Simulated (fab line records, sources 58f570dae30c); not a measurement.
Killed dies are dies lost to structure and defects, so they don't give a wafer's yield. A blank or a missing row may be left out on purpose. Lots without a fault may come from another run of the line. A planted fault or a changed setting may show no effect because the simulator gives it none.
Which tool did it? | flow berkeley_cmos170 | 7 lots, 21 wafers sampled, at 3 steps of a route of 331

WHAT THE GAUGES READ, wafer by wafer
UCB170_PVT_TW_MEAS_09.
lot  | measured     | on            | PVT_TW
L375 | day 6 04:02  | film_metro-01 | 518 519 518
L376 | day 6 03:46  | film_metro-01 | 519 518 517
L380 | day 6 15:44  | film_metro-02 | 513 514 513
L381 | day 7 11:02  | film_metro-02 | 514 518 517
L389 | day 8 16:25  | film_metro-03 | 503 508 508
L390 | day 9 10:44  | film_metro-02 | 477 479 481 478 478 478
L394 | day 10 06:50 | film_metro-03 | 472 472 474 473 471 473

WHICH TOOL RAN EACH LOT (tool, then ch and the chambers of the sampled wafers, then the start)
lot  | UCB170_ACTIVE_STRIP_16              | UCB170_PVT_IMPLANT_07
L375 | plasma_asher-04 ch 0,1, day 4 22:50 | implanter-03 ch 0, day 6 03:47
L376 | plasma_asher-04 ch 0,1, day 4 23:23 | implanter-02 ch 0, day 6 03:31
L380 | plasma_asher-04 ch 0,1, day 5 12:27 | implanter-03 ch 0, day 6 15:29
L381 | plasma_asher-03 ch 0,1, day 6 04:12 | implanter-03 ch 0, day 7 10:47
L389 | plasma_asher-03 ch 0,1, day 7 07:44 | implanter-02 ch 0, day 8 16:11
L390 | plasma_asher-02 ch 0,1, day 7 22:23 | implanter-03 ch 0, day 9 10:29
L394 | plasma_asher-02 ch 1, day 8 16:05   | implanter-03 ch 0, day 10 06:35
- UCB170_ACTIVE_STRIP_16: strips in O2.
- UCB170_PVT_IMPLANT_07

THE ANSWER, worked out from the rows above alone
Rule: what is usual is taken from the lots themselves. Put in order of their means at a reading, lots are off if they are a third of the lots or fewer, leave a main group of 4 or more, and stand apart from it by a gap of 3 or more times the standard deviation of the main group's means; of several such gaps the widest counts. A main group whose means are all the same, to the digits that the tables above print for the reading, isn't used. A lot without any number at a reading at which 4 lots or more have one is off too. The other lots that the step has rows for count as sound.
Off: L390, L394, at UCB170_PVT_TW_MEAS_09 (PVT_TW). The main group: mean 514, standard deviation 4.4.
A tool fits if, at a process step before that reading, it ran every lot that is off, and no sound lot after the first of them. The gauges at UCB170_PVT_TW_MEAS_09 are tried like those tools. Can't be told from this: 2 tools fit, plasma_asher-02 at UCB170_ACTIVE_STRIP_16, implanter-03 at UCB170_PVT_IMPLANT_07.

WHAT THE SIMULATOR HAD PUT IN
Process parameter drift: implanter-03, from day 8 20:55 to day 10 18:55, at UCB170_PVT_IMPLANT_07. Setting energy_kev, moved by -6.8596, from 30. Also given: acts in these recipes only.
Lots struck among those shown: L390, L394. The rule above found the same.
